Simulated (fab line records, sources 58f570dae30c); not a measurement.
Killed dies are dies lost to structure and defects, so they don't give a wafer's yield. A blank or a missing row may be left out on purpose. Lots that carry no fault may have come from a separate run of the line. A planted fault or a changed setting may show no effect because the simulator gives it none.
Matching of chambers -- flow berkeley-cmos170 -- 4 sister chambers for UCB170_V2_CMP_02 on cmp-02
The step polishes SiO2. 4 wafers are shown with their chamber, then 8 later ones without.

## WAFERS WITH THEIR CHAMBER
wafer,chamber,motor-current-A (A)
L382.1,3,16.6
L384.1,2,17.0
L384.3,1,15.7
L386.3,0,17.5

## WAFERS WITH NO CHAMBER GIVEN
wafer,motor-current-A (A)
L386.4,16.1
L386.6,16.4
L389.2,16.9
L389.5,15.2
L390.4,16.4
L390.5,16.8
L388.3,15.9
L388.4,15.8

## CHAMBER TAKEN BY EACH
wafer,from the rows above,in truth
L386.4,can't be placed: 1 or 3 or 2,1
L386.6,can't be placed: 3 or 2 or 1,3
L389.2,can't be placed: 2 or 3 or 0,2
L389.5,1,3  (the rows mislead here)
L390.4,can't be placed: 3 or 2 or 1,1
L390.5,can't be placed: 2 or 3 or 0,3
L388.3,can't be placed: 1 or 3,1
L388.4,1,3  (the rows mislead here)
Placed correctly: 0 of 8. From these rows, 6 cannot be placed; in 6 the true chamber is one of the candidates. Placed wrongly: 2.
How it was worked out, from the rows above alone: a wafer's distance from a chamber is the root of the sum, over the readings, of the square of ((its reading less the chamber's mean) divided by the reading's scatter). The wafer belongs to the nearest chamber; if the next one is less than 2 further off, it can't be placed. A chamber's mean is the mean of its shown wafers. The scatter: root of mean squared gap, hidden wafer to nearest shown wafer, with one shown wafer a chamber.
